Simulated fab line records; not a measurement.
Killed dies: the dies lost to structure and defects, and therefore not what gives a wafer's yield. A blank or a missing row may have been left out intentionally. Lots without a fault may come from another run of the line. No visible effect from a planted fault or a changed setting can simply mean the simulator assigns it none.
Which tool was responsible? -- flow rit cmos -- 8 lots with 24 wafers sampled at 2 steps, on a route of 202 steps

WHAT EACH GAUGE READ, for each wafer
RIT_NWELL_OVL_MEAS_06.
lot,measured,on,NWELL_OVL (nm)
L650,day 2 03:36,overlay-01,-1.9 -2.9 -2.7
L652,day 2 13:52,overlay-01,-0.2 0.7 0.6
L655,day 3 07:07,overlay-02,0.0 1.6 -0.3
L658,day 3 18:04,overlay-02,-0.4 -0.7 -0.3
L664,day 4 23:22,overlay-02,-3.2 -3.2 -2.4
L667,day 5 14:28,overlay-01,-149.9 -149.5 -148.3
L669,day 6 00:52,overlay-02,-1.7 -2.6 -4.4
L672,day 6 15:35,overlay-01,-1.0 -0.2 -0.8

WHICH TOOL RAN EACH LOT (tool, then ch and the chambers of the sampled wafers, then the start)
lot,RIT_NWELL_EXPOSE_03
L650,"iline stepper-01 ch 0, day 2 03:11"
L652,"iline stepper-01 ch 0, day 2 13:21"
L655,"iline stepper-01 ch 0, day 3 06:41"
L658,"iline stepper-02 ch 0, day 3 17:38"
L664,"iline stepper-01 ch 0, day 4 22:56"
L667,"iline stepper-02 ch 0, day 5 14:02"
L669,"iline stepper-01 ch 0, day 6 00:28"
L672,"iline stepper-01 ch 0, day 6 15:09"
- RIT_NWELL_EXPOSE_03: exposes mask M2, target cd 43900 nm.

THE ANSWER, worked out from the rows above alone
Rule: the usual values come from the lots themselves. The widest of any qualifying gaps counts: lots, ordered by their means at a reading, are off when they make up no more than a third of the lots, leave a main group of 4 or more, and stand apart from it by 3 or more times the standard deviation of that group's means. The tables above print the reading to a certain number of digits; a main group whose means all agree to those digits is not used. A lot without any number at a reading at which 4 lots or more have one is off too. Any other lot the step has rows for is counted as sound.
Off: L667, at RIT_NWELL_OVL_MEAS_06 (NWELL_OVL). Main group: mean -1.2 nm, sd 1.4.
If a tool, at a process step before that reading, ran all the lots that are off and no sound lot after the first of them, it fits. The gauges at RIT_NWELL_OVL_MEAS_06 are tried like those tools. One candidate fits, namely iline stepper-02 at RIT_NWELL_EXPOSE_03. A fault onset in the window from L658 (day 3 17:38, its last sound lot) to L667 (day 5 14:02, its first lot off) fits.

WHAT THE SIMULATOR HAD INSERTED
Scanner matching overlay: iline stepper-02, from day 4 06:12 on, at RIT_NWELL_EXPOSE_03. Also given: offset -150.
Struck lots among those shown: L667. The same result came from the rule above.
